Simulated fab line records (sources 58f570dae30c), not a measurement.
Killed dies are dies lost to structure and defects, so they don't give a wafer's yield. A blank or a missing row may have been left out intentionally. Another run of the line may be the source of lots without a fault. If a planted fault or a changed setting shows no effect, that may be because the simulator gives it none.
Code-filled problem report in 8D (eight disciplines) form | flow berkeley cmos170 | the parts of the form that need people (team, actions taken, sign-off) are left out

== 1. THE PROBLEM ==
M2_AL_RS at UCB170_M2_RS_MEAS_02 reads a mean of 0.0239 ohm/sq on 1 wafer of 1 lot; wafers without a fault read 0.0321 ohm/sq with a standard deviation of 0.00035. That is -23 standard deviations from the usual mean.
The step: measures by four-point-probe.
First seen on wafer L933.4, day 9 22:20, on film metro-02. The record holds 14 wafers of 5 lots with a number at this step. By rule, "out" or "out of limits" means more than 4 standard deviations away from the usual mean. The rest of the wafers with a number are treated as sound.

== 2. WHAT THIS IS AND IS NOT ==
question                    | is               | is not
which readings at this step | M2_AL_RS         | -
which lots                  | L933             | L926, L934, L935, L945
which wafers of those lots  | L933.4           | L933.3
read on which gauges        | film metro-02    | film metro-01, film metro-04
when                        | from day 9 22:20 | up to then (10 sound wafers); but 3 sound wafers of L945 came after

== 3. THE SUSPECTS, EACH WITH WHAT RULES IT OUT ==
Counting: any tool at a process step up to the reading remains a suspect provided it ran every lot that is out. Sound lots after the first of them don't rule it out here, since some wafers of a struck lot are sound.
- ruled out: the gauge at UCB170_M2_RS_MEAS_02. All the wafers that are out were read on film metro-02, but those of them that UCB170_M2_METAL_ETCH_18 has rows for are out there too, on other tools.
- rie diel-02 at UCB170_V1_ETCH_14 (etches SiO2 in CHF3/CF4/Ar, stops on Al, target depth 1250 nm, time 291 s): kept. It ran the lot that is out, L933 (day 9 21:28).
- plasma asher-04 at UCB170_V1_STRIP_15 (strips in O2): kept. It ran the lot that is out, L933 (day 9 21:41).
- pvd sputter-03 at UCB170_M2_SPUTTER_01 (material Al, target thk 900 nm, time 120 s): kept. The lot that is out, L933, ran on it at day 9 22:13; the last sound lot it ran before that was L926, at day 8 00:28.
- Within rie diel-02 at UCB170_V1_ETCH_14, the wafers that are out were processed in chamber 1 and their sound lot-mates in chamber 3.
- Within plasma asher-04 at UCB170_V1_STRIP_15, the wafers that are out were processed in chamber 1 and their sound lot-mates in chamber 0.
Left after counting: rie diel-02 at UCB170_V1_ETCH_14, plasma asher-04 at UCB170_V1_STRIP_15, pvd sputter-03 at UCB170_M2_SPUTTER_01.

== 4. THE CAUSE (what the simulator had put in) ==
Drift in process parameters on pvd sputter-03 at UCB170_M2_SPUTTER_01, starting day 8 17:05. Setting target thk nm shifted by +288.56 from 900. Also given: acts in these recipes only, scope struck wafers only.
This tool is one of the 3 suspects left after counting.

== 5. SEQUENCE OF EFFECTS, ordered by route ==
Each row: a reading where the mean over the struck wafers with a number is more than 3 standard deviations away from the usual. Only readings whose record carries a usual standard deviation are examined. hours: median over the lots of the time between each lot's start at the first step of this table that gives one and its start at this step. sigmas: the change, counted in usual standard deviations.
hours | step                    | reading        | usual         | on struck wafers | change  | sigmas
0     | UCB170_M2_RS_MEAS_02    | M2_AL_RS       | 0.0321 ohm/sq | 0.0239           | -0.0082 | -23
0     | UCB170_M2_THK_MEAS_03   | M2_AL_THK      | 911 nm        | 1211             | +300    | +25
4     | UCB170_M2_METAL_ETCH_18 | oes product au | 0.859 a.u.    | 0.969            | +0.110  | +8.5
It contains these process steps:
- UCB170_M2_METAL_ETCH_18: etches Al in Cl2/BCl3, stops on SiO2, target depth 1170 nm, time 195 s.
At these later measuring or inspecting steps, every struck wafer for which the step has a row has a number for every such reading, and none has moved that far: UCB170_M2_CD_MEAS_15, UCB170_M2_OVL_MEAS_16.

== 6. HOW IT WOULD HAVE BEEN CAUGHT EARLIER ==
In this record the first reading out of limits at a measuring or inspecting step was taken at day 9 22:20, 29 hours after the fault began at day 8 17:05.
Tool readings at UCB170_M2_SPUTTER_01 with a usual standard deviation given in the record: none out on any struck wafer, hence no alarm at a limit of 4 standard deviations on them.
By day 9 22:20 the whole set of lots that are out, 1 in number, had already begun UCB170_M2_SPUTTER_01 on pvd sputter-03. None of them would have been spared by holding the tool at that moment.
